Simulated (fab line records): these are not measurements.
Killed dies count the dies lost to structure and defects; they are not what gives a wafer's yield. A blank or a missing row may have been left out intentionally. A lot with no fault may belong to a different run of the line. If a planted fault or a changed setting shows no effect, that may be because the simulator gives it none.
Lot-split experiment / flow berkeley cmos170 / 5 lots, 23 wafers read, on a route of 331 steps

## THE SPLIT
At UCB170_CONTACT_ETCH_18 (etches PSG in CHF3/CF4/Ar, stops on TiSi2, target depth 840 nm, time 195 s), the setting time s was moved away from the recipe's 195 s on 8 of the 23 wafers read, by -14.6% to +11.1%. This setting was run at the recipe's value on the other wafers.

The split's own step is where the reading is taken.

## THE READING
KrF_of_CONTACT_COAT_10.thk nm (the simulator's own value, which no gauge read), in nm, at UCB170_CONTACT_ETCH_18 (etches PSG in CHF3/CF4/Ar, stops on TiSi2, target depth 840 nm, time 195 s). There is no usual value for it anywhere in the file. Across the 15 wafers here that went through the recipe, the average is 703.1 nm and the standard deviation 4.5 nm.

wafer=L074.2; tool, chamber at the split=rie diel-03, 2; time s as run, s=215.6; against the recipe=+10.6%; KrF_of_CONTACT_COAT_10.thk nm, nm=685.3; against lot-mates on the recipe=-18.4
wafer=L074.3; tool, chamber at the split=rie diel-03, 1; time s as run, s=195; against the recipe=recipe; KrF_of_CONTACT_COAT_10.thk nm, nm=706.9; against lot-mates on the recipe=-
wafer=L074.4; tool, chamber at the split=rie diel-03, 3; time s as run, s=195; against the recipe=recipe; KrF_of_CONTACT_COAT_10.thk nm, nm=696.3; against lot-mates on the recipe=-
wafer=L074.5; tool, chamber at the split=rie diel-03, 3; time s as run, s=215.6; against the recipe=+10.6%; KrF_of_CONTACT_COAT_10.thk nm, nm=676.5; against lot-mates on the recipe=-27.2
wafer=L074.6; tool, chamber at the split=rie diel-03, 2; time s as run, s=195; against the recipe=recipe; KrF_of_CONTACT_COAT_10.thk nm, nm=708; against lot-mates on the recipe=-
wafer=L075.1; tool, chamber at the split=rie diel-04, 3; time s as run, s=195; against the recipe=recipe; KrF_of_CONTACT_COAT_10.thk nm, nm=703.5; against lot-mates on the recipe=-
wafer=L075.2; tool, chamber at the split=rie diel-04, 2; time s as run, s=216.7; against the recipe=+11.1%; KrF_of_CONTACT_COAT_10.thk nm, nm=680.6; against lot-mates on the recipe=-21.2
wafer=L075.3; tool, chamber at the split=rie diel-04, 1; time s as run, s=216.7; against the recipe=+11.1%; KrF_of_CONTACT_COAT_10.thk nm, nm=683; against lot-mates on the recipe=-18.8
wafer=L075.4; tool, chamber at the split=rie diel-04, 0; time s as run, s=195; against the recipe=recipe; KrF_of_CONTACT_COAT_10.thk nm, nm=702.7; against lot-mates on the recipe=-
wafer=L075.5; tool, chamber at the split=rie diel-04, 3; time s as run, s=195; against the recipe=recipe; KrF_of_CONTACT_COAT_10.thk nm, nm=699.3; against lot-mates on the recipe=-
wafer=L078.2; tool, chamber at the split=rie diel-04, 0; time s as run, s=166.6; against the recipe=-14.6%; KrF_of_CONTACT_COAT_10.thk nm, nm=733.1; against lot-mates on the recipe=+32.6
wafer=L078.3; tool, chamber at the split=rie diel-04, 1; time s as run, s=195; against the recipe=recipe; KrF_of_CONTACT_COAT_10.thk nm, nm=701.9; against lot-mates on the recipe=-
wafer=L078.4; tool, chamber at the split=rie diel-04, 2; time s as run, s=195; against the recipe=recipe; KrF_of_CONTACT_COAT_10.thk nm, nm=699.2; against lot-mates on the recipe=-
wafer=L078.5; tool, chamber at the split=rie diel-04, 0; time s as run, s=195; against the recipe=recipe; KrF_of_CONTACT_COAT_10.thk nm, nm=700.3; against lot-mates on the recipe=-
wafer=L078.6; tool, chamber at the split=rie diel-04, 1; time s as run, s=166.6; against the recipe=-14.6%; KrF_of_CONTACT_COAT_10.thk nm, nm=728; against lot-mates on the recipe=+27.5
wafer=L085.3; tool, chamber at the split=rie diel-01, 0; time s as run, s=195; against the recipe=recipe; KrF_of_CONTACT_COAT_10.thk nm, nm=712.1; against lot-mates on the recipe=-
wafer=L085.4; tool, chamber at the split=rie diel-01, 3; time s as run, s=195; against the recipe=recipe; KrF_of_CONTACT_COAT_10.thk nm, nm=707.8; against lot-mates on the recipe=-
wafer=L085.5; tool, chamber at the split=rie diel-01, 3; time s as run, s=195; against the recipe=recipe; KrF_of_CONTACT_COAT_10.thk nm, nm=709.2; against lot-mates on the recipe=-
wafer=L084.1; tool, chamber at the split=rie diel-01, 3; time s as run, s=174.8; against the recipe=-10.4%; KrF_of_CONTACT_COAT_10.thk nm, nm=722.8; against lot-mates on the recipe=+22.9
wafer=L084.3; tool, chamber at the split=rie diel-01, 2; time s as run, s=174.8; against the recipe=-10.4%; KrF_of_CONTACT_COAT_10.thk nm, nm=723.9; against lot-mates on the recipe=+24.0
wafer=L084.4; tool, chamber at the split=rie diel-01, 1; time s as run, s=195; against the recipe=recipe; KrF_of_CONTACT_COAT_10.thk nm, nm=698.3; against lot-mates on the recipe=-
wafer=L084.5; tool, chamber at the split=rie diel-01, 1; time s as run, s=195; against the recipe=recipe; KrF_of_CONTACT_COAT_10.thk nm, nm=698.5; against lot-mates on the recipe=-
wafer=L084.6; tool, chamber at the split=rie diel-01, 0; time s as run, s=195; against the recipe=recipe; KrF_of_CONTACT_COAT_10.thk nm, nm=703; against lot-mates on the recipe=-

THE FIT
A straight line over all 23 wafers: KrF_of_CONTACT_COAT_10.thk nm changes by -1.95 nm for each +1% of time s; r = -0.96; the points scatter about the line by 4.2 nm.
The same after taking each lot's own level away (the mean of its wafers on the recipe; 23 wafers): -2.06 nm for each +1%; r = -0.98; scatter 3.1 nm.
That fit puts the effect of the largest move of time s on the reading at 30 nm.
The lots' own levels span 699.93 to 709.70 nm, that is 2.2 times the standard deviation above.
The two slopes are in agreement: the lot-to-lot level therefore moves the slope only a little.
Check: for one of the wafers moved furthest among these (-14.6%), held out of the fit, the line's prediction against its lot-mates is +29.7 nm. It came out at +32.6 nm against them.

## THE FILE'S OWN FIT
KrF_of_CONTACT_COAT_10.thk nm changes by -2.07 nm for each +1% of time s, r = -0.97.
